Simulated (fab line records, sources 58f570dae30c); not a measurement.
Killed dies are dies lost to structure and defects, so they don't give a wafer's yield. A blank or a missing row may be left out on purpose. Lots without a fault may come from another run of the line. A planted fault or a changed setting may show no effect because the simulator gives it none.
Which tool did it? | flow berkeley_cmos170 | 13 lots, 39 wafers sampled, at 6 steps of a route of 331

WHAT THE GAUGES READ, wafer by wafer
UCB170_PVT_OVL_MEAS_06.
lot  | measured    | on         | PVT_OVL (nm)
L311 | day 6 02:46 | overlay-02 | 2 5 10
L313 | day 6 22:39 | overlay-02 | 6 -4 6
L314 | day 6 23:20 | overlay-02 | 12 9 9
L315 | day 7 02:30 | overlay-02 | -11 -3 -5
L316 | day 7 02:14 | overlay-02 | 1 3 6
L318 | day 8 02:38 | overlay-01 | 4 -3 5
L319 | day 8 02:46 | overlay-01 | 3 8 7
L320 | day 8 02:55 | overlay-02 | 5 5 5
L321 | day 8 09:37 | overlay-01 | 2 -2 9
L322 | day 8 09:31 | overlay-02 | 5 3 4
L323 | day 8 09:14 | overlay-01 | -2 -2 3
L324 | day 8 09:52 | overlay-02 | -5 -7 -7
L328 | day 9 15:33 | overlay-02 | 4 9 6

UCB170_M1_RS_MEAS_01: measures by four-point-probe.
lot  | measured     | on            | M1_AL_RS (ohm/sq)
L311 | day 7 17:37  | film_metro-03 | 0.0488 0.0493 0.0489
L313 | day 8 15:55  | film_metro-01 | 0.0492 0.0493 0.0486
L314 | day 8 14:49  | film_metro-01 | 0.0476 0.0485 0.0478
L315 | day 8 16:11  | film_metro-01 | 0.0485 0.0497 0.0490
L316 | day 8 15:48  | film_metro-04 | 0.0483 0.0485 0.0486
L318 | day 9 14:07  | film_metro-03 | 0.0490 0.0492 0.0498
L319 | day 9 14:34  | film_metro-01 | 0.0490 0.0487 0.0491
L320 | day 9 15:49  | film_metro-03 | 0.0481 0.0478 0.0488
L321 | day 10 00:37 | film_metro-01 | 0.0489 0.0488 0.0491
L322 | day 9 23:54  | film_metro-01 | 0.0474 0.0483 0.0481
L323 | day 9 22:43  | film_metro-03 | 0.0499 0.0493 0.0498
L324 | day 10 00:50 | film_metro-03 | 0.0474 0.0477 0.0484
L328 | day 11 07:56 | film_metro-04 | 0.0485 0.0670 0.0494

UCB170_M1_THK_MEAS_02: measures by xrf.
lot  | measured     | on            | M1_AL_THK (nm)
L311 | day 7 17:44  | film_metro-03 | 606 598 603
L313 | day 8 16:01  | film_metro-01 | 592 596 604
L314 | day 8 14:55  | film_metro-01 | 619 607 613
L315 | day 8 16:18  | film_metro-01 | 606 594 599
L316 | day 8 15:55  | film_metro-04 | 611 609 611
L318 | day 9 14:14  | film_metro-03 | 607 607 602
L319 | day 9 14:40  | film_metro-01 | 599 604 596
L320 | day 9 15:55  | film_metro-03 | 619 624 611
L321 | day 10 00:44 | film_metro-01 | 601 604 598
L322 | day 10 00:01 | film_metro-01 | 619 612 611
L323 | day 9 22:50  | film_metro-03 | 600 602 600
L324 | day 10 00:58 | film_metro-03 | 626 618 610
L328 | day 11 08:04 | film_metro-04 | 612 448 596

WHICH TOOL RAN EACH LOT (tool, then ch and the chambers of the sampled wafers, then the start)
lot  | UCB170_ZERO_STRIP_07                | UCB170_CONTACT_STRIP_06              | UCB170_M1_SPUTTER_00
L311 | plasma_asher-03 ch 0,1, day 1 17:22 | plasma_asher-02 ch 0,1, day 7 15:07  | pvd_sputter-01, day 7 17:34
L313 | plasma_asher-01 ch 0,1, day 2 10:53 | plasma_asher-02 ch 0,1, day 8 13:17  | pvd_sputter-03, day 8 15:49
L314 | plasma_asher-04 ch 0,1, day 2 11:11 | plasma_asher-02 ch 0,1, day 8 12:01  | pvd_sputter-02, day 8 14:43
L315 | plasma_asher-04 ch 0,1, day 2 19:50 | plasma_asher-01 ch 0,1, day 8 13:40  | pvd_sputter-02, day 8 16:07
L316 | plasma_asher-01 ch 0,1, day 3 00:50 | plasma_asher-03 ch 0,1, day 8 13:17  | pvd_sputter-01, day 8 15:44
L318 | plasma_asher-03 ch 0,1, day 3 06:28 | plasma_asher-03 ch 0,1, day 9 11:43  | pvd_sputter-03, day 9 14:02
L319 | plasma_asher-04 ch 0,1, day 3 15:56 | plasma_asher-02 ch 0,1, day 9 12:10  | pvd_sputter-01, day 9 14:29
L320 | plasma_asher-01 ch 0,1, day 3 16:03 | plasma_asher-03 ch 0,1, day 9 13:31  | pvd_sputter-02, day 9 15:43
L321 | plasma_asher-04 ch 0,1, day 4 02:56 | plasma_asher-02 ch 1, day 9 21:06    | pvd_sputter-01, day 10 00:33
L322 | plasma_asher-03 ch 0,1, day 4 03:03 | plasma_asher-03 ch 0,1, day 9 20:49  | pvd_sputter-02, day 9 23:49
L323 | plasma_asher-04 ch 0,1, day 4 07:57 | plasma_asher-03 ch 0,1, day 9 19:55  | pvd_sputter-01, day 9 22:39
L324 | plasma_asher-01 ch 0, day 4 11:18   | plasma_asher-01 ch 0,1, day 9 21:16  | pvd_sputter-03, day 10 00:47
L328 | plasma_asher-04 ch 0,1, day 5 07:39 | plasma_asher-03 ch 0,1, day 11 05:43 | pvd_sputter-01, day 11 07:53
- UCB170_ZERO_STRIP_07: strips in O2.
- UCB170_CONTACT_STRIP_06: strips in O2.
- UCB170_M1_SPUTTER_00: material Al, target thk 600 nm, time 80 s.

WHAT THE TOOLS THEMSELVES READ (means of the sampled wafers that have a number; where no wafer has one, the mark that the record gives instead)
UCB170_ZERO_STRIP_07.
lot  | tool            | drypump_motor_current_A (A) | oes_product_au (a.u.) | strip_time_to_endpoint_s (s)
L311 | plasma_asher-03 | 5.83                        | 0.728                 | 21.40
L313 | plasma_asher-01 | 5.79                        | 0.729                 | 21.50
L314 | plasma_asher-04 | 5.60                        | 0.726                 | 21.52
L315 | plasma_asher-04 | 5.60                        | 0.731                 | 21.57
L316 | plasma_asher-01 | 5.78                        | 0.733                 | 21.39
L318 | plasma_asher-03 | 5.66                        | 0.730                 | 21.51
L319 | plasma_asher-04 | 5.59                        | 0.726                 | 21.56
L320 | plasma_asher-01 | 5.80                        | 0.727                 | 21.51
L321 | plasma_asher-04 | 5.60                        | 0.725                 | 21.52
L322 | plasma_asher-03 | 5.86                        | 0.726                 | 21.54
L323 | plasma_asher-04 | 5.59                        | 0.729                 | 21.55
L324 | plasma_asher-01 | 5.80                        | 0.727                 | 21.49
L328 | plasma_asher-04 | 5.63                        | 0.727                 | 21.43

UCB170_CONTACT_STRIP_06.
lot  | tool            | drypump_motor_current_A (A) | oes_product_au (a.u.) | strip_time_to_endpoint_s (s)
L311 | plasma_asher-02 | 6.0                         | 0.738                 | 22.00
L313 | plasma_asher-02 | 6.0                         | 0.733                 | 21.97
L314 | plasma_asher-02 | 5.4                         | 0.735                 | 21.91
L315 | plasma_asher-01 | 5.8                         | 0.735                 | 21.97
L316 | plasma_asher-03 | 5.7                         | 0.734                 | 22.01
L318 | plasma_asher-03 | 5.7                         | 0.731                 | 21.99
L319 | plasma_asher-02 | 6.0                         | 0.732                 | 21.98
L320 | plasma_asher-03 | 5.8                         | 0.732                 | 21.99
L321 | plasma_asher-02 | 6.6                         | 0.733                 | 21.98
L322 | plasma_asher-03 | 5.7                         | 0.735                 | 21.93
L323 | plasma_asher-03 | 5.7                         | 0.731                 | 21.90
L324 | plasma_asher-01 | 5.8                         | 0.735                 | 21.89
L328 | plasma_asher-03 | 5.8                         | 0.737                 | 22.10

UCB170_M1_SPUTTER_00.
lot  | tool           | throttle_valve_pct (%)
L311 | pvd_sputter-01 | 29.8
L313 | pvd_sputter-03 | 30.8
L314 | pvd_sputter-02 | 29.1
L315 | pvd_sputter-02 | 30.1
L316 | pvd_sputter-01 | 30.1
L318 | pvd_sputter-03 | 29.6
L319 | pvd_sputter-01 | 29.9
L320 | pvd_sputter-02 | 29.7
L321 | pvd_sputter-01 | 29.7
L322 | pvd_sputter-02 | 29.6
L323 | pvd_sputter-01 | 29.7
L324 | pvd_sputter-03 | 29.6
L328 | pvd_sputter-01 | 29.7

THE ANSWER, worked out from the rows above alone
Rule: what is usual is taken from the lots themselves. Put in order of their means at a reading, lots are off if they are a third of the lots or fewer, leave a main group of 4 or more, and stand apart from it by a gap of 3 or more times the standard deviation of the main group's means; of several such gaps the widest counts. A main group whose means are all the same, to the digits that the tables above print for the reading, isn't used. A lot without any number at a reading at which 4 lots or more have one is off too. The other lots that the step has rows for count as sound. The gauges are gone through in route order, then the tools' own readings, and for those a lot's mean is taken as printed above. The first step at which some lot is off is used, and at that step the reading that is off furthest; a lot without a number counts as furthest.
Off: L328, at UCB170_M1_RS_MEAS_01 (M1_AL_RS). The main group: mean 0.0487 ohm/sq, standard deviation 0.00057.
A tool fits if, at a process step before that reading, it ran every lot that is off, and no sound lot after the first of them. The gauges at UCB170_M1_RS_MEAS_01 are tried like those tools. Can't be told from this: 4 tools fit, plasma_asher-04 at UCB170_ZERO_STRIP_07, plasma_asher-03 at UCB170_CONTACT_STRIP_06, pvd_sputter-01 at UCB170_M1_SPUTTER_00, film_metro-04 at UCB170_M1_RS_MEAS_01.

WHAT THE SIMULATOR HAD PUT IN
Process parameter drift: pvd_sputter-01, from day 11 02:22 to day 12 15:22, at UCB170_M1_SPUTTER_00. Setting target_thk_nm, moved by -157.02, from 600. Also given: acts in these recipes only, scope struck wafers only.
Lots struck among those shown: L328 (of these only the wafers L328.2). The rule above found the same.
